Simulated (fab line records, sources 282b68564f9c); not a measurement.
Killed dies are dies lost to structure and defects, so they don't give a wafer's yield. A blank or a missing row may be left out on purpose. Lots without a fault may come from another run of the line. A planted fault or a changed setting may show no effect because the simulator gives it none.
Which tool did it? | flow rit_cmos | 7 lots, 21 wafers sampled, at 2 steps of a route of 202

WHAT THE GAUGES READ, wafer by wafer
RIT_SILICIDE_RS_MEAS_02: measures by four-point-probe.
lot  | measured    | on            | SILICIDE_TI_RS (ohm/sq)
L806 | day 3 08:43 | film_metro-01 | 46.7 47.1 47.2
L808 | day 3 21:25 | film_metro-04 | 48.4 48.0 48.2
L810 | day 4 10:33 | film_metro-04 | 47.0 47.5 47.3
L812 | day 4 15:19 | film_metro-04 | 47.2 48.0 47.3
L814 | day 5 04:20 | film_metro-01 | 47.2 47.5 46.6
L820 | day 6 05:37 | film_metro-03 | 48.5 54.2 48.4 49.0 54.7 48.9
L827 | day 7 18:43 | film_metro-03 | 49.3 48.6 48.6

WHICH TOOL RAN EACH LOT (tool, then ch and the chambers of the sampled wafers, then the start)
lot  | RIT_SILICIDE_SPUTTER_01
L806 | pvd_sputter-03, day 3 08:34
L808 | pvd_sputter-03, day 3 21:13
L810 | pvd_sputter-03, day 4 10:24
L812 | pvd_sputter-03, day 4 15:07
L814 | pvd_sputter-03, day 5 04:08
L820 | pvd_sputter-03, day 6 05:28
L827 | pvd_sputter-04, day 7 18:32
- RIT_SILICIDE_SPUTTER_01: material Ti, target thk 30 nm, time 240 s.

THE ANSWER, worked out from the rows above alone
Rule: what is usual is taken from the lots themselves. Put in order of their means at a reading, lots are off if they are a third of the lots or fewer, leave a main group of 4 or more, and stand apart from it by a gap of 3 or more times the standard deviation of the main group's means; of several such gaps the widest counts. A main group whose means are all the same, to the digits that the tables above print for the reading, isn't used. A lot without any number at a reading at which 4 lots or more have one is off too. The other lots that the step has rows for count as sound.
No lot is off at any reading shown: from this, nothing can be told.

WHAT THE SIMULATOR HAD PUT IN
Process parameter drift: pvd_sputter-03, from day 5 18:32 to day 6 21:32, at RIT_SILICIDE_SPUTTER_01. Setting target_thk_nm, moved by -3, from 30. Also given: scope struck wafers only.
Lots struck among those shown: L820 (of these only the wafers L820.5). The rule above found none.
